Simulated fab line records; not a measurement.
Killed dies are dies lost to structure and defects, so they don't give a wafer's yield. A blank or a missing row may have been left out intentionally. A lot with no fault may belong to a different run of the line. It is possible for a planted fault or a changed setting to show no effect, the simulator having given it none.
Which tool did it? ; flow berkeley-cmos170 ; 14 lots, 42 wafers sampled, at 2 steps of a route of 331

== WHAT THE GAUGES SHOWED, per wafer ==
UCB170_PVT_TW_MEAS_09.
lot;measured;on;PVT_TW
L887;day 6 01:39;film-metro-02;513 514 514
L889;day 6 07:29;film-metro-04;509 506 507
L888;day 6 07:44;film-metro-02;514 515 517
L890;day 7 06:14;film-metro-04;507 505 506
L891;day 7 06:28;film-metro-02;508 508 510
L897;day 8 06:13;film-metro-03;1045 1052 1050 1045 1048 1044
L900;day 8 21:24;film-metro-02;1060 1061 1059 1060 1054 1058
L904;day 9 23:35;film-metro-04;505 504 503
L906;day 10 09:26;film-metro-03;509 507 506
L905;day 10 09:38;film-metro-03;508 510 508
L907;day 10 15:12;film-metro-04;509 510 510
L910;day 11 08:09;film-metro-02;512 512 510
L909;day 11 08:25;film-metro-03;507 509 508
L908;day 11 08:42;film-metro-02;514 513 512

== WHICH TOOL RAN EACH LOT (tool, then ch and the chambers of the sampled wafers, then the start) ==
lot;UCB170_PVT_IMPLANT_07
L887;implanter-04 ch 0, day 6 01:26
L889;implanter-04 ch 0, day 6 07:14
L888;implanter-03 ch 0, day 6 07:31
L890;implanter-01 ch 0, day 7 06:01
L891;implanter-04 ch 0, day 7 06:13
L897;implanter-04 ch 0, day 8 05:55
L900;implanter-04 ch 0, day 8 21:10
L904;implanter-03 ch 0, day 9 23:20
L906;implanter-03 ch 0, day 10 09:11
L905;implanter-03 ch 0, day 10 09:23
L907;implanter-03 ch 0, day 10 14:59
L910;implanter-03 ch 0, day 11 07:55
L909;implanter-04 ch 0, day 11 08:11
L908;implanter-03 ch 0, day 11 08:28
- UCB170_PVT_IMPLANT_07

== AS READ BY THE TOOLS THEMSELVES (means over the sampled wafers that have a number; for cases with no such wafer, the mark the record gives instead) ==
UCB170_PVT_IMPLANT_07.
lot;tool;beam-on-s (s);dose-ions-cm2;end-station-pressure-torr (Torr);faraday-current-uA
L887;implanter-04;9.88;2e+12;4.89e-06;6.42
L889;implanter-04;9.89;2e+12;5.26e-06;6.42
L888;implanter-03;10.03;2e+12;5.02e-06;6.34
L890;implanter-01;9.95;2e+12;4.88e-06;6.37
L891;implanter-04;9.89;2e+12;5.03e-06;6.42
L897;implanter-04;9.92;2e+13;4.97e-06;63.90
L900;implanter-04;10.21;2e+13;5.00e-06;62.18
L904;implanter-03;10.02;2e+12;5.00e-06;6.35
L906;implanter-03;10.02;2e+12;5.21e-06;6.33
L905;implanter-03;10.02;2e+12;5.02e-06;6.35
L907;implanter-03;10.16;2e+12;4.93e-06;6.25
L910;implanter-03;10.07;2e+12;5.00e-06;6.30
L909;implanter-04;9.94;2e+12;4.92e-06;6.38
L908;implanter-03;9.90;2e+12;4.79e-06;6.39

== THE ANSWER, worked out from the rows above alone ==
Rule: the usual values come from the lots themselves. Put in order of their means at a reading, lots are off if they are a third of the lots or fewer, leave a main group of 4 or more, and stand apart from it by a gap of 3 or more times the standard deviation of the main group's means; of several such gaps the widest counts. A main group is skipped when, at the precision printed for the reading in the tables above, its means are all equal. A lot without any number at a reading at which 4 lots or more have one is off too. The other lots that the step has rows for count as sound. The gauges are gone through in route order, then the tools' own readings, and for those a lot's mean is taken as printed above. The first step at which some lot is off is used, and at that step the reading that is off furthest; a lot without a number counts as furthest.
Off: L897, L900, at UCB170_PVT_TW_MEAS_09 (PVT_TW). The main group: mean 509, standard deviation 3.2.
A tool fits if, at a process step before that reading, it ran every lot that is off, and no sound lot after the first of them. The gauges at UCB170_PVT_TW_MEAS_09 aren't tried: what is off there is off at UCB170_PVT_IMPLANT_07 too, on other tools, and a gauge's error can't cause that. None of those tried fits.

== WHAT THE SIMULATOR HAD PUT IN ==
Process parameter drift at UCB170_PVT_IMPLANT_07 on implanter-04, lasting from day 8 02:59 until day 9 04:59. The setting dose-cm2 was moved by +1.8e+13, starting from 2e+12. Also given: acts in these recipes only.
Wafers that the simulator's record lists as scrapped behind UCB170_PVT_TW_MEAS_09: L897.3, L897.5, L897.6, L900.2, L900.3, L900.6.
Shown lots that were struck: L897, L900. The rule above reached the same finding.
